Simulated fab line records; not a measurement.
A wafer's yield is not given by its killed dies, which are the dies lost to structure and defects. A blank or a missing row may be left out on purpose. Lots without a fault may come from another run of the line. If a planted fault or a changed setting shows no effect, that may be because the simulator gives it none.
Which tool was responsible? -- flow berkeley_cmos170 -- 7 lots with 21 wafers sampled at 3 steps, on a route of 331 steps

WHAT THE GAUGES SHOWED, per wafer
UCB170_NSD_TW_MEAS_10.
lot,measured,on,NSD_TW
L463,day 6 11:56,film_metro-01,4156 4178 4170
L467,day 7 17:10,film_metro-04,4157 4168 4174
L469,day 8 06:28,film_metro-04,4188 4170 4185
L471,day 8 19:08,film_metro-03,4190 4185 4183
L482,day 10 23:20,film_metro-01,30 30 30
L483,day 11 09:11,film_metro-03,4202 4200 4197
L485,day 11 23:00,film_metro-03,4223 4194 4222

WHAT TOOL EACH LOT RAN ON (gives the tool, then ch and the chambers of the sampled wafers, and finally the start)
lot,UCB170_NSD_IMPLANT_08,UCB170_NSD_STRIP_09
L463,"implanter-02 ch 0, day 6 11:42","plasma_asher-03 ch 0,1, day 6 11:49"
L467,"implanter-03 ch 0, day 7 16:55","plasma_asher-03 ch 0,1, day 7 17:04"
L469,"implanter-04 ch 0, day 8 06:13","plasma_asher-03 ch 0,1, day 8 06:22"
L471,"implanter-04 ch 0, day 8 18:53","plasma_asher-01 ch 0,1, day 8 19:02"
L482,"implanter-02, day 10 23:06","plasma_asher-03 ch 0,1, day 10 23:14"
L483,"implanter-02 ch 0, day 11 08:57","plasma_asher-01 ch 0, day 11 09:04"
L485,"implanter-02 ch 0, day 11 22:47","plasma_asher-01 ch 0,1, day 11 22:55"
- UCB170_NSD_IMPLANT_08
- UCB170_NSD_STRIP_09: strips in O2.

THE ANSWER, worked out from the rows above alone
Rule: what is usual is taken from the lots themselves. The widest of any qualifying gaps counts: lots, ordered by their means at a reading, are off when they make up no more than a third of the lots, leave a main group of 4 or more, and stand apart from it by 3 or more times the standard deviation of that group's means. A main group is skipped when, at the precision printed for the reading in the tables above, its means are all equal. A lot without any number at a reading at which 4 lots or more have one is off too. Where the step has rows for the other lots, those lots are counted as sound.
Off: L482, seen at UCB170_NSD_TW_MEAS_10 (NSD_TW). Main group: mean 4186, sd 17.
If a tool, at a process step before that reading, ran all the lots that are off and no sound lot after the first of them, it fits. The gauges at UCB170_NSD_TW_MEAS_10 are tried like those tools. Can't be told from this: 2 tools fit, plasma_asher-03 at UCB170_NSD_STRIP_09, film_metro-01 at UCB170_NSD_TW_MEAS_10.

WHAT THE SIMULATOR HAD PUT IN
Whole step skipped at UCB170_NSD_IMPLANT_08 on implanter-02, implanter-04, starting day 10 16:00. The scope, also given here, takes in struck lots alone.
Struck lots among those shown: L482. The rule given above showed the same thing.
